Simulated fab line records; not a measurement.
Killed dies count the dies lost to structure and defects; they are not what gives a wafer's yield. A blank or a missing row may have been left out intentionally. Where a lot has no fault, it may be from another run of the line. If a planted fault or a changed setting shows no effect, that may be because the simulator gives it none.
8D (eight disciplines) problem report, filled in by code    flow berkeley-cmos170    the parts of the form that need people (team, actions taken, sign-off) are left out

## 1. WHAT IS WRONG
Mean PLDD_TW at UCB170_PLDD_TW_MEAS_11: 951 over 9 wafers in 3 lots; fault-free wafers: 1014, standard deviation 10. That is -6.3 standard deviations from the usual mean.
The first sign was on wafer L588.1 at day 9 10:59, on film-metro-01. The record has a number at this step for 45 wafers belonging to 15 lots. By rule, "out" or "out of limits" means more than 4 standard deviations away from the usual mean. The other wafers with a number count as sound.

## 2. WHAT IT IS, AND WHAT IT ISN'T
question                     is                            is not
which readings at this step  PLDD_TW                       -
which lots                   L588, L592, L594              L583, L584, L585, L586, L587, L596, L597, L601, L603, L604, L605, L606
which wafers of those lots   all that have a number        -
read on which gauges         film-metro-01, film-metro-03  film-metro-02
when                         from day 9 10:59              up to then (15 sound wafers); but 21 sound wafers of L596, L597, L601, L603, L604, L605, L606 came after

## 3. SUSPECTS, AND WHAT RULES EACH OUT
Counting: any tool at a process step up to the reading is kept as a suspect provided that every lot that is out went through it and no sound lot did after the first of them.
- ruled out: the gauge at UCB170_PLDD_TW_MEAS_11. 2 gauges (film-metro-01, film-metro-03) read the wafers that are out.
- implanter-01 at UCB170_PLDD_IMPLANT_08: kept. All lots that are out passed through it, beginning with L588 at day 9 10:35, and no sound lot followed; its final sound lot before that point was L587 at day 8 16:20. On those wafers its own readings are out: beam-energy-keV, beam-on-s, faraday-current-uA.
Left after counting: implanter-01 at UCB170_PLDD_IMPLANT_08.

## 4. THE CAUSE (what the simulator had put in)
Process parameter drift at UCB170_PLDD_IMPLANT_08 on implanter-01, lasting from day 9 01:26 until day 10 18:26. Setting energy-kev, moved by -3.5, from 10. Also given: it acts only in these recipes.
The count eliminated every tool but this one.

## 5. THE CHAIN OF EFFECTS, in route order
One row per reading whose mean, taken over the struck wafers that have a number, lies over 3 standard deviations from the usual. Only readings for which the record gives a usual standard deviation are gone through. hours: the time from each lot's start at the first step in this table that gives one to its start at this step, as a median over the lots. sigmas: the change in usual standard deviations.
hours  step                        reading             usual          on struck wafers  change  sigmas
0      UCB170_PLDD_IMPLANT_08      beam-energy-keV     10.000         6.501             -3.499  -99 or more
0      UCB170_PLDD_IMPLANT_08      beam-on-s           10.02 s        16.81             +6.79   +34
0      UCB170_PLDD_IMPLANT_08      faraday-current-uA  158            94                -64     -20
0      UCB170_PLDD_TW_MEAS_11      PLDD_TW             1014           951               -63     -6.3
16     UCB170_SDANNEAL_RS_MEAS_04  PLDD_RS             1031.3 ohm/sq  1049.1            +17.8   +7.1
Process steps it contains:
- UCB170_PLDD_IMPLANT_08
Later measuring or inspecting steps at which every struck wafer that the step has a row for has a number for every such reading, and none has moved that far: UCB170_PSD_CD_MEAS_06.

## 6. HOW IT WOULD HAVE BEEN CAUGHT EARLIER
Counted from the fault's start at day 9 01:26, it took 10 hours until the first out-of-limits reading at a measuring or inspecting step in this record, taken at day 9 10:59.
The tool's own readings at UCB170_PLDD_IMPLANT_08 were out on every struck wafer that the step has a row for (beam-energy-keV, beam-on-s, faraday-current-uA): an alarm limit on them would have fired on the first of those.
Among the 3 lots that are out, L592, L594 began UCB170_PLDD_IMPLANT_08 on implanter-01 after day 9 10:59. A hold on the tool at that time would have spared those 2.
